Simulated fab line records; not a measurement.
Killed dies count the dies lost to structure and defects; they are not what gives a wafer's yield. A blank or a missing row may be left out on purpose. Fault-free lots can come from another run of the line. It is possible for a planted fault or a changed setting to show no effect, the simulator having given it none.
Problem report, 8D (eight disciplines) form, completed by code	flow berkeleyCmos170	the parts of the form that need people (team, actions taken, sign-off) are left out

== 1. WHAT IS WRONG ==
biasW at UCB170_GATE_ETCH_15 reads a mean of 232.7 W on 6 wafers of 2 lots; wafers without a fault read 150.0 W with a standard deviation of 0.44. So: +99 or more standard deviations from the usual mean.
The step: etches poly-Si in HBr/Cl2, stops on SiO2, time 56.3 s, target depth 278.2 nm.
Earliest sighting: wafer L525.2 on rieSi-01 at day 10 11:26. At this step, 18 wafers from 6 lots have a number in the record. The rule behind "out" and "out of limits": a value lying over 4 standard deviations away from the usual mean. The rest of the wafers with a number are treated as sound.

== 2. WHAT IT IS AND WHAT IT IS NOT ==
question	is	is not
which readings at this step	biasW	drypumpMotorCurrentA, oesProductAu, throttleValvePct
which lots	L525, L528	L518, L533, L538, L540
which wafers of those lots	all that have a number	-
read on which tools	rieSi-01	rieSi-02
when	from day 10 11:26	up to then (3 sound wafers); but 9 sound wafers of L533, L538, L540 came after

== 3. SUSPECTS, AND WHAT RULES EACH OUT ==
Counting: a tool at any process step up to the reading remains a suspect when it ran all the lots that are out and ran no sound lot after the first of those.
- rieDiel-04 at UCB170_GATE_ETCH_14 (etches BARC in N2/H2): ruled out as a lasting fault. After its first lot that is out, L525 (day 10 11:23), sound lots L540 ran on it.
- rieSi-01 at UCB170_GATE_ETCH_15 (etches poly-Si in HBr/Cl2, stops on SiO2, time 56.3 s, target depth 278.2 nm): ruled out as a lasting fault. After its first lot that is out, L525 (day 10 11:26), sound lots L540 ran on it.
Left after counting: nothing in the record.

== 4. THE CAUSE (what the simulator had put in) ==
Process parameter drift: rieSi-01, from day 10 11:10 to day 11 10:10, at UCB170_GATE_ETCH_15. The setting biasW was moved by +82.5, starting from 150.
Counting ruled it out, wrongly.

== 5. SEQUENCE OF EFFECTS, ordered by route ==
Each row: a reading where the mean over the struck wafers with a number is more than 3 standard deviations away from the usual. Only readings whose record carries a usual standard deviation are examined. hours: median over the lots of the time between each lot's start at the first step of this table that gives one and its start at this step. sigmas: the change, counted in usual standard deviations.
hours	step	reading	usual	on struck wafers	change	sigmas
0	UCB170_GATE_ETCH_15	biasW	150.0 W	232.7	+82.7	+99 or more
It contains these process steps:
- UCB170_GATE_ETCH_15: etches poly-Si in HBr/Cl2, stops on SiO2, time 56.3 s, target depth 278.2 nm.

== 6. WHAT WOULD HAVE CAUGHT IT SOONER ==
In this record no reading fell out of limits until day 10 11:26, 0 hours after the fault had begun at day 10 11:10.
